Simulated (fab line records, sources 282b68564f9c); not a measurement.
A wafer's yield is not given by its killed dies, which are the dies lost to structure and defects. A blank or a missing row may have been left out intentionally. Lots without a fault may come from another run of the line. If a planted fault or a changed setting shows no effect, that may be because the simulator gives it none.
Split-lot trial    flow rit_cmos    5 lots, 23 wafers read, on a route of 202 steps

ON THE SPLIT
At RIT_M1_SPUTTER_00 (material Al, target thk 400 nm, time 500 s), the setting time_s was moved away from the recipe's 500 s on 12 of the 23 wafers read, by -8.2% to +13.6%. The other wafers ran this setting at the recipe's value.

FROM SPLIT TO READING: 1 step shown by the file between the two
- RIT_M1_RS_MEAS_01: measures by four-point-probe

THE READING
M1_AL_THK, in nm, at RIT_M1_THK_MEAS_02 (measures by xrf). On this fab line, fault-free wafers typically give 399 nm with a standard deviation of 5.3 nm.

wafer   tool, chamber at the split  time_s as run, s  against the recipe  M1_AL_THK, nm  against lot-mates on the recipe
L074.1  pvd_sputter-03, -           500               recipe              396            -
L074.2  pvd_sputter-03, -           500               recipe              400            -
L074.3  pvd_sputter-03, -           458.9             -8.2%               358            -40
L074.5  pvd_sputter-03, -           458.9             -8.2%               365            -33
L074.6  pvd_sputter-03, -           458.9             -8.2%               362            -36
L076.2  pvd_sputter-02, -           500               recipe              395            -
L076.5  pvd_sputter-02, -           500               recipe              397            -
L076.6  pvd_sputter-02, -           500               recipe              398            -
L080.1  pvd_sputter-03, -           500               recipe              400            -
L080.2  pvd_sputter-03, -           500               recipe              403            -
L080.3  pvd_sputter-03, -           568.1             +13.6%              450            +48
L080.4  pvd_sputter-03, -           568.1             +13.6%              456            +54
L080.5  pvd_sputter-03, -           568.1             +13.6%              462            +60
L083.1  pvd_sputter-02, -           500               recipe              408            -
L083.2  pvd_sputter-02, -           542.1             +8.4%               443            +36
L083.3  pvd_sputter-02, -           542.1             +8.4%               442            +36
L083.4  pvd_sputter-02, -           500               recipe              405            -
L083.5  pvd_sputter-02, -           542.1             +8.4%               437            +30
L085.1  pvd_sputter-02, -           566.3             +13.3%              443            +46
L085.2  pvd_sputter-02, -           500               recipe              395            -
L085.3  pvd_sputter-02, -           566.3             +13.3%              441            +44
L085.4  pvd_sputter-02, -           500               recipe              398            -
L085.6  pvd_sputter-02, -           566.3             +13.3%              444            +48

FIT RESULTS
A straight line over all 23 wafers: M1_AL_THK changes by +4.05 nm for each +1% of time_s; r = +0.98; the points scatter about the line by 6.3 nm.
The same after taking each lot's own level away (the mean of its wafers on the recipe; 23 wafers): +3.94 nm for each +1%; r = +0.99; scatter 3.7 nm.
On that fit, the largest move of time_s shifts the reading by 54 nm.
The lots' own levels span 396.5 to 406.5 nm, that is 1.9 times the standard deviation above.
Hence the lot-to-lot level has little effect on the slope; both slopes agree.
Check: +53.2 nm against its lot-mates is what the line predicts for one of the wafers moved furthest among these (+13.6%) when that wafer is left out of the fit. Against them it came out at +48.5 nm.

ADDITIONAL SPLITS CARRIED BY THESE WAFERS
Before the reading, these wafers also passed through other splits. Each is held against what the fit with the lots' levels taken away leaves over:
other split on the same wafers     wafers away from the commonest value  r with M1_AL_THK (lot level and that fit taken away)
RIT_NLDD_IMPLANT_08 energy_kev     10                                    +0.13
RIT_PLDD_IMPLANT_08 dose_cm2       8                                     +0.22
RIT_PSD_IMPLANT_08 tilt_deg        7                                     +0.30
RIT_SILICIDE_SPUTTER_01 time_s     11                                    +0.18
RIT_CONTACT_COAT_03 resist_thk_nm  8                                     +0.59
RIT_CONTACT_ETCH_11 rf_w           9                                     -0.60

THE WHOLE CHAIN: every reading that the file lists as answering this split, in the file's order
step                what it does                                reading                                                                      change (the file's fit)                r (the file's)
RIT_M1_SPUTTER_00   material Al, target thk 400 nm, time 500 s  Al_of_M1_SPUTTER_00.thk_nm (the simulator's own value, which no gauge read)  +3.92 nm for each +1% of the setting   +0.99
RIT_M1_RS_MEAS_01   measures by four-point-probe                M1_AL_RS                                                                     -0.000668 for each +1% of the setting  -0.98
RIT_M1_THK_MEAS_02  measures by xrf                             M1_AL_THK                                                                    +3.89 for each +1% of the setting      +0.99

FILE'S OWN FIT
M1_AL_THK changes by +3.89 nm for each +1% of time_s, r = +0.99.
